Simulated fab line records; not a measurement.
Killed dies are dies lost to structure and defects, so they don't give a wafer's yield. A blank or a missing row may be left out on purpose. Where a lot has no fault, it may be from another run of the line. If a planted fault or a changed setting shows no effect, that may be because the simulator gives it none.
Which of the tools did it? / flow berkeleyCmos170 / 7 lots with 21 wafers sampled at 2 steps, on a route of 331 steps

== WHAT THE GAUGES READ, wafer by wafer ==
UCB170_NWELL_THK_MEAS_05.
lot=L827; measured=day 2 07:53; on=filmMetro-02; NWELL_NITRIDE_THK (nm)=223.6 225.2 224.0
lot=L830; measured=day 3 04:39; on=filmMetro-03; NWELL_NITRIDE_THK (nm)=225.5 225.5 226.4
lot=L833; measured=day 3 15:32; on=filmMetro-03; NWELL_NITRIDE_THK (nm)=224.1 223.9 224.0
lot=L836; measured=day 4 09:38; on=filmMetro-03; NWELL_NITRIDE_THK (nm)=224.9 225.6 225.9
lot=L838; measured=day 4 23:16; on=filmMetro-03; NWELL_NITRIDE_THK (nm)=224.8 223.8 224.1
lot=L842; measured=day 5 14:34; on=filmMetro-01; NWELL_NITRIDE_THK (nm)=450.2 450.8 451.8
lot=L848; measured=day 6 19:58; on=filmMetro-02; NWELL_NITRIDE_THK (nm)=225.3 226.3 225.5

== TOOL THAT RAN EACH LOT (tool first, then ch and the chambers of the sampled wafers, then the start) ==
lot=L827; UCB170_NWELL_CVD_04=lpcvd-01 ch 0, day 2 05:56
lot=L830; UCB170_NWELL_CVD_04=lpcvd-02 ch 1, day 3 02:43
lot=L833; UCB170_NWELL_CVD_04=lpcvd-02 ch 1, day 3 13:35
lot=L836; UCB170_NWELL_CVD_04=lpcvd-01 ch 1, day 4 07:41
lot=L838; UCB170_NWELL_CVD_04=lpcvd-02 ch 0, day 4 21:19
lot=L842; UCB170_NWELL_CVD_04=lpcvd-01 ch 0, day 5 10:31 and lpcvd-02 ch 0, day 5 12:37
lot=L848; UCB170_NWELL_CVD_04=lpcvd-02 ch 0, day 6 18:01
- UCB170_NWELL_CVD_04: deposits Si3N4 from SiH2Cl2/NH3, target thk 224 nm, time 3360 s.

== THE ANSWER, worked out from the rows above alone ==
Rule: the usual values come from the lots themselves. The widest of any qualifying gaps counts: lots, ordered by their means at a reading, are off when they make up no more than a third of the lots, leave a main group of 4 or more, and stand apart from it by 3 or more times the standard deviation of that group's means. A main group whose means are all the same, to the digits that the tables above print for the reading, isn't used. Also off: a lot with no number at a reading for which 4 or more lots have one. All remaining lots with rows at the step are treated as sound.
Off: L842, at UCB170_NWELL_THK_MEAS_05 (NWELL_NITRIDE_THK). For the main group the mean is 224.9 nm and the standard deviation 0.76.
If a tool, at a process step before that reading, ran all the lots that are off and no sound lot after the first of them, it fits. Those tools and the gauges at UCB170_NWELL_THK_MEAS_05 are tried in the same way. Undecided on this evidence; 2 tools fit (lpcvd-01 at UCB170_NWELL_CVD_04, filmMetro-01 at UCB170_NWELL_THK_MEAS_05).

== WHAT HAD BEEN PUT IN BY THE SIMULATOR ==
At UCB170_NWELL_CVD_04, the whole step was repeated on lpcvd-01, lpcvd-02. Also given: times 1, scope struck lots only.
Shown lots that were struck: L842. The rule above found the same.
